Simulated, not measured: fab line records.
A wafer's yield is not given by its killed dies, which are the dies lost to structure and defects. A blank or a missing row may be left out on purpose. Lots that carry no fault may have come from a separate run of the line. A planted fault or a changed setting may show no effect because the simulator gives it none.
fab line records	flow berkeley_cmos170
[record] lots = 15	wafers = 45	last_day = 12
route steps=331 shown GATE@129
lots that met no fault: from a run of the same line without faults
start_h: the number of hours between the record's first day and the start of the first shown wafer of the lot	wait_h: hours since the lot's step before	" same as the row above	L1.1+2: a single row standing in for several wafers	- no value, or no start given	* or withheld: withheld	< > ~ a bound
route shown NAME@n: a module of which the file shows steps, and the number in the route of the first	usual: the fault-free wafers' mean and standard deviation	same: alike in all rows	chamber/n: place in a boat	sites: readings site by site	_std_site: their standard deviation	_edge_site: inner sites' mean taken away from outer sites' mean	radius_mm: how far each site lies from the wafer's centre	mask NAME#n: copy n	behind: the last tool/chamber to shape the wafer	hold: reason for holding the lot/hours on hold/outcome of the hold	device: the n, p or np transistor that did not switch	end of line: at the end of the route, the tests of the same wafers	for a step that has no rows: nothing shown but its recipe	killed: dies that structure and defects cost at the first sort, which is not the same as the wafer's yield	map: the dies of a wafer, with x for killed, . for not killed, _ for no die there
set.NAME: the run value of the setting; set.NAME@STEP: its run value at that earlier step	model.NAME: the simulator's own value behind a step, which no gauge read
one table for each step of the route and one row for each wafer, over a sample of lots
services: the hour from which a tool's chamber was out of use, counted from the record's first day as start_h (under 0 if before that day), plus the number of hours and why
[[steps]]
[step UCB170_GATE_ANNEAL_03]
[recipe] temp_c = 900	time_s = 1800	ambient = N2
[usual] spike_tc_centre_C = 902.7/1.6	spike_tc_load_C = 925.2/2.8	spike_tc_source_C = 922.7/2.1	tube_center_temp_C = 899.99/0.08	tube_center_temp_C_max = 902.4/0.45
lot.wafer	tool	chamber	start_h	wait_h	spike_tc_centre_C	spike_tc_load_C	spike_tc_source_C	tube_center_temp_C	tube_center_temp_C_max
L846.3	furnace-02	0	122.98	1.9	902.0	926.2	923.8	899.9	901.8
L846.5	"	0	"	"	900.5	924.8	925.0	900	901.9
L846.6	"	0	"	"	901.8	925.3	923.7	900.04	902.2
L847.1	furnace-02	0	128.81	2.2	903.6	924.9	924.8	899.9	901.8
L847.2	"	0	"	"	902.7	925.2	923.8	900.01	902.1
L847.6	"	0	"	"	901.1	925.2	924.4	899.95	902.1
L848.1	furnace-02	0	128.81	2.2	902.3	925.6	924.7	900.01	902.1
L848.5	"	0	"	"	901.2	923.9	923.3	900.05	902.9
L848.6	"	0	"	"	901.5	924.0	924.1	900.02	902.9
L849.1	furnace-03	0	132.42	3.6	903.3	922.5	919.8	900.16	902.6
L849.3	"	0	"	"	904.5	921.7	921.7	899.99	902.5
L849.5	"	0	"	"	904.2	922.4	920.1	900.12	903.0
L853.2	furnace-02	0	145.85	2.7	902.1	927.2	923.2	899.92	902.2
L853.3	"	0	"	"	902.4	924.2	924.5	899.95	902.2
L853.5	"	0	"	"	902.9	923.4	924.1	900.02	902.1
L859.4	furnace-01	0	183.23	2.6	864.5	890.0	885.0	862.44	864.4
L859.5	"	0	"	"	865.2	891.7	884.9	862.33	865.7
L859.6	"	0	"	"	865.1	890.9	885.2	862.4	864.6
L860.1	furnace-01	0	189.19	0.1	865.2	891.0	887.3	862.47	865.0
L860.5	"	0	"	"	863.6	889.7	886.5	862.45	866.2
L860.6	"	0	"	"	864.1	890.6	886.4	862.46	864.9
L862.2	furnace-01	0	189.19	0.0	864.6	891.0	885.6	862.5	864.4
L862.3	"	0	"	"	864.3	890.9	884.6	862.55	864.6
L862.6	"	0	"	"	865.7	888.8	885.8	862.46	864.7
L861.3	furnace-02	0	208.73	2.5	903.6	926.5	922.5	899.84	902.3
L861.5	"	0	"	"	900.9	926.2	924.3	900.08	902.3
L861.6	"	0	"	"	900.6	923.8	922.1	899.93	902.0
L863.1	furnace-02	0	208.73	2.5	901.4	925.7	922.4	899.94	902.2
L863.2	"	0	"	"	901.7	924.2	924.6	899.92	902.7
L863.4	"	0	"	"	901.6	923.4	924.3	900.04	902.4
L864.4	furnace-02	0	208.73	2.4	901.4	924.6	923.8	899.92	902.7
L864.5	"	0	"	"	904.7	925.2	921.9	900.1	903.4
L864.6	"	0	"	"	904.1	924.9	924.2	899.87	902.1
L865.1	furnace-02	0	208.73	2.4	901.8	924.2	923.8	899.98	902.3
L865.5	"	0	"	"	902.0	924.2	922.1	900.08	902.3
L865.6	"	0	"	"	903.5	925.4	922.2	899.89	902.5
L867.3	furnace-03	0	214.76	1.2	905.6	919.5	920.0	899.98	901.9
L867.4	"	0	"	"	904.3	922.7	920.3	899.96	901.9
L867.5	"	0	"	"	904.9	920.5	917.7	900.02	902.0
L868.1	furnace-03	0	214.76	1.2	905.3	921.7	919.1	899.95	902.0
L868.3	"	0	"	"	904.6	922.5	919.9	900.03	903.1
L868.4	"	0	"	"	906.5	921.0	919.6	899.84	902.0
L869.1	furnace-02	0	225.61	2.2	901.0	924.6	924.1	899.88	901.9
L869.3	"	0	"	"	901.1	926.1	923.5	900.05	903.0
L869.4	"	0	"	"	901.1	923.8	922.9	900.01	903.8
[[services]]
tool	chamber	start_h	hours	kind
furnace-01	-	116.00	3.3	pm
furnace-01	-	127.90	5.4	pm
furnace-01	-	145.94	5.9	pm
furnace-02	-	218.68	2.5	pm
[[key]]
[first_sign] step = UCB170_GATE_ANNEAL_03	reading = tube_center_temp_C	direction = down	sigmas = 99+	usual = *	struck = *
[effect] step = UCB170_GATE_ANNEAL_03	reading = tube_center_temp_C_max	direction = down	sigmas = 84	usual = *	struck = *
met_at UCB170_GATE_ANNEAL_03
struck_lots L859,L860,L862
tester_left_out L859,L860,L862
[fault] kind = process_parameter_drift	tool = furnace-01	chamber = -	onset_h = 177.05	steps = UCB170_GATE_ANNEAL_03	channel = temp_c	offset = *	shape = step	end_h = 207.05	acts_in = *	stated = *
// tester_left_out: of these lots the tester's yield and bins aren't shown, on N5 and GAA mostly nor the transistor test; their killed dies are dies lost to structure and defects alone, not to doping, threshold or leakage, so they don't give the yield
